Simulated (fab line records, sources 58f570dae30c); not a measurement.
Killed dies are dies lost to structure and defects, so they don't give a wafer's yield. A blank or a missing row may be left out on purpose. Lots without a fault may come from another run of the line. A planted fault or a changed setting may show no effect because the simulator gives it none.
Which tool did it? | flow berkeley_cmos170 | 14 lots, 42 wafers sampled, at 5 steps of a route of 331

WHAT THE GAUGES READ, wafer by wafer
UCB170_NLDD_TW_MEAS_11. Usual: NLDD_TW 2209, standard deviation 14.
lot  | measured     | on            | NLDD_TW        | flag
L379 | day 6 20:16  | film_metro-01 | 2228 2223 2242 |
L380 | day 6 20:37  | film_metro-02 | 2199 2191 2186 |
L382 | day 7 02:11  | film_metro-02 | 2214 2204 2209 |
L381 | day 7 02:56  | film_metro-01 | 2229 2231 2212 |
L384 | day 7 15:08  | film_metro-02 | 2206 2203 2209 |
L385 | day 8 02:08  | film_metro-03 | 2210 2211 2219 |
L386 | day 8 02:22  | film_metro-02 | 2199 2205 2198 |
L388 | day 8 16:36  | film_metro-02 | 2194 2188 2185 |
L391 | day 9 06:47  | film_metro-01 | 2227 2241 2226 |
L393 | day 9 23:44  | film_metro-02 | 2187 2200 2194 |
L395 | day 9 23:51  | film_metro-01 | 2220 2225 2224 |
L396 | day 10 13:43 | film_metro-02 | 2183 2189 2188 |
L398 | day 10 14:01 | film_metro-03 | 2190 2207 2199 |
L402 | day 11 07:17 | film_metro-02 | 2203 2188 2200 |

UCB170_PSD_OVL_MEAS_07. Usual: PSD_OVL -1 nm, standard deviation 6.9.
lot  | measured     | on         | PSD_OVL (nm) | flag
L379 | day 7 01:06  | overlay-02 | -1 2 -1      |
L380 | day 7 01:20  | overlay-02 | 1 7 -2       |
L382 | day 7 08:19  | overlay-01 | -1 -1 1      |
L381 | day 7 08:32  | overlay-02 | 2 -7 -5      |
L384 | day 7 21:05  | overlay-02 | -12 -17 -20  |
L385 | day 8 09:35  | overlay-01 | -7 -2 -2     |
L386 | day 8 09:28  | overlay-02 | 8 8 7        |
L388 | day 9 00:08  | overlay-01 | 0 9 5        |
L391 | day 9 12:44  | overlay-01 | -5 -13 -7    |
L393 | day 10 06:42 | overlay-01 | 2 5 0        |
L395 | day 10 06:38 | overlay-02 | -13 -1 -6    |
L396 | day 10 19:58 | overlay-01 | -1 -2 2      |
L398 | day 10 20:42 | overlay-02 | -2 -1 12     |
L402 | day 11 12:46 | overlay-01 | -13 -2 -15   |

UCB170_SDANNEAL_RS_MEAS_05: measures by four-point-probe. Usual: NLDD_RS 616.4 ohm/sq, standard deviation 1.6.
lot  | measured     | on            | NLDD_RS (ohm/sq)  | flag
L379 | day 7 04:23  | film_metro-03 | 616.2 613.7 613.2 |
L380 | day 7 04:43  | film_metro-02 | 613.2 612.4 614.7 |
L382 | day 7 11:53  | film_metro-03 | 618.7 617.7 617.4 |
L381 | day 7 12:35  | film_metro-01 | 617.3 615.9 616.9 |
L384 | day 8 02:11  | film_metro-01 | 616.8 615.5 615.5 |
L385 | day 8 13:13  | film_metro-01 | 618.8 618.6 615.3 |
L386 | day 8 12:49  | film_metro-03 | 614.6 617.7 614.9 |
L388 | day 9 05:02  | film_metro-02 | 618.5 618.0 618.9 |
L391 | day 9 17:19  | film_metro-01 | 616.7 617.6 615.7 |
L393 | day 10 11:37 | film_metro-03 | 615.3 615.9 616.1 |
L395 | day 10 11:29 | film_metro-01 | 616.7 617.4 617.9 |
L396 | day 11 00:40 | film_metro-02 | 616.8 617.9 616.5 |
L398 | day 11 00:47 | film_metro-03 | 617.8 619.4 618.2 |
L402 | day 11 16:29 | film_metro-03 | 617.2 617.0 616.7 |

UCB170_CONTACT_THK_MEAS_02. Usual: CONTACT_PSG_THK 694 nm, standard deviation 5.8.
lot  | measured     | on            | CONTACT_PSG_THK (nm) | flag
L379 | day 7 08:28  | film_metro-04 | 687 690 690          |
L380 | day 7 08:28  | film_metro-01 | 688 689 691          |
L382 | day 7 14:20  | film_metro-04 | 700 698 694          |
L381 | day 7 16:07  | film_metro-03 | 701 697 699          |
L384 | day 8 05:04  | film_metro-01 | 699 697 695          |
L385 | day 8 16:31  | film_metro-03 | 691 689 689          |
L386 | day 8 15:16  | film_metro-04 | 705 698 698          |
L388 | day 9 09:18  | film_metro-01 | 684 687 685          |
L391 | day 9 19:46  | film_metro-03 | 691 694 697          |
L393 | day 10 14:28 | film_metro-03 | 738 731 736          | OFF
L395 | day 10 13:56 | film_metro-04 | 696 688 692          |
L396 | day 11 03:31 | film_metro-01 | 699 697 696          |
L398 | day 11 04:43 | film_metro-04 | 750 749 747          | OFF
L402 | day 11 19:22 | film_metro-03 | 694 690 691          |

WHICH TOOL RAN EACH LOT (tool, then ch and the chambers of the sampled wafers, then the start)
lot  | UCB170_CONTACT_CVD_01
L379 | lpcvd-01 ch 1, day 7 06:41
L380 | lpcvd-01 ch 0, day 7 06:41
L382 | lpcvd-02 ch 1, day 7 12:33
L381 | lpcvd-02 ch 1, day 7 14:20
L384 | lpcvd-02 ch 1, day 8 03:17
L385 | lpcvd-02 ch 1, day 8 14:44
L386 | lpcvd-01 ch 0, day 8 13:28
L388 | lpcvd-02 ch 1, day 9 07:30
L391 | lpcvd-01 ch 1, day 9 17:58
L393 | lpcvd-01 ch 1, day 10 12:40
L395 | lpcvd-02 ch 0, day 10 12:09
L396 | lpcvd-02 ch 0, day 11 01:44
L398 | lpcvd-01 ch 0, day 11 02:56
L402 | lpcvd-02 ch 0, day 11 17:35
- UCB170_CONTACT_CVD_01: deposits PSG from SiH4/O2/PH3, target thk 700 nm, time 2820 s.

WHAT THE TOOLS THEMSELVES READ (means of the sampled wafers that have a number; where no wafer has one, the mark that the record gives instead)
UCB170_CONTACT_CVD_01. Usual: sih4_flow_sccm 60.04 sccm, standard deviation 0.15.
lot  | tool     | sih4_flow_sccm (sccm) | flag
L379 | lpcvd-01 | 60.10                 |
L380 | lpcvd-01 | 60.01                 |
L382 | lpcvd-02 | 60.03                 |
L381 | lpcvd-02 | 60.04                 |
L384 | lpcvd-02 | 59.96                 |
L385 | lpcvd-02 | 59.91                 |
L386 | lpcvd-01 | 59.98                 |
L388 | lpcvd-02 | 59.97                 |
L391 | lpcvd-01 | 59.95                 |
L393 | lpcvd-01 | 72.22                 | OFF
L395 | lpcvd-02 | 60.04                 |
L396 | lpcvd-02 | 60.07                 |
L398 | lpcvd-01 | 72.25                 | OFF
L402 | lpcvd-02 | 60.05                 |

THE ANSWER, worked out from the rows above alone
Rule: a lot is off if the mean of its wafers that have a number lies more than 3 standard deviations from the usual mean. A lot without any number at a reading at which 4 lots or more have one is off too. The other lots that the step has rows for count as sound. The gauges are gone through in route order, then the tools' own readings, and for those a lot's mean is taken as printed above. The first step at which some lot is off is used, and at that step the reading that is off furthest; a lot without a number counts as furthest.
Off: L393, L398, at UCB170_CONTACT_THK_MEAS_02 (CONTACT_PSG_THK).
A tool fits if, at a process step before that reading, it ran every lot that is off, and no sound lot after the first of them. The gauges at UCB170_CONTACT_THK_MEAS_02 aren't tried: what is off there is off at UCB170_CONTACT_CVD_01 too, on other tools, and a gauge's error can't cause that. One fits: lpcvd-01 at UCB170_CONTACT_CVD_01. Its last sound lot is L391 (day 9 17:58), its first lot that is off L393 (day 10 12:40): a fault that began between those two fits.
The tool's own readings at UCB170_CONTACT_CVD_01 bear it out: on the lots that are off they differ by more than 5 times the standard deviation of the sound lots' means. sih4_flow_sccm reads 72.23 sccm there against 60.01 sccm on the sound lots.

WHAT THE SIMULATOR HAD PUT IN
Process parameter drift: lpcvd-01, from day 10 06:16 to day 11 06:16, at UCB170_CONTACT_CVD_01. Setting sih4_flow_sccm, moved by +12, from 60. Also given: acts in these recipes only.
Lots struck among those shown: L393, L398. The rule above found the same.
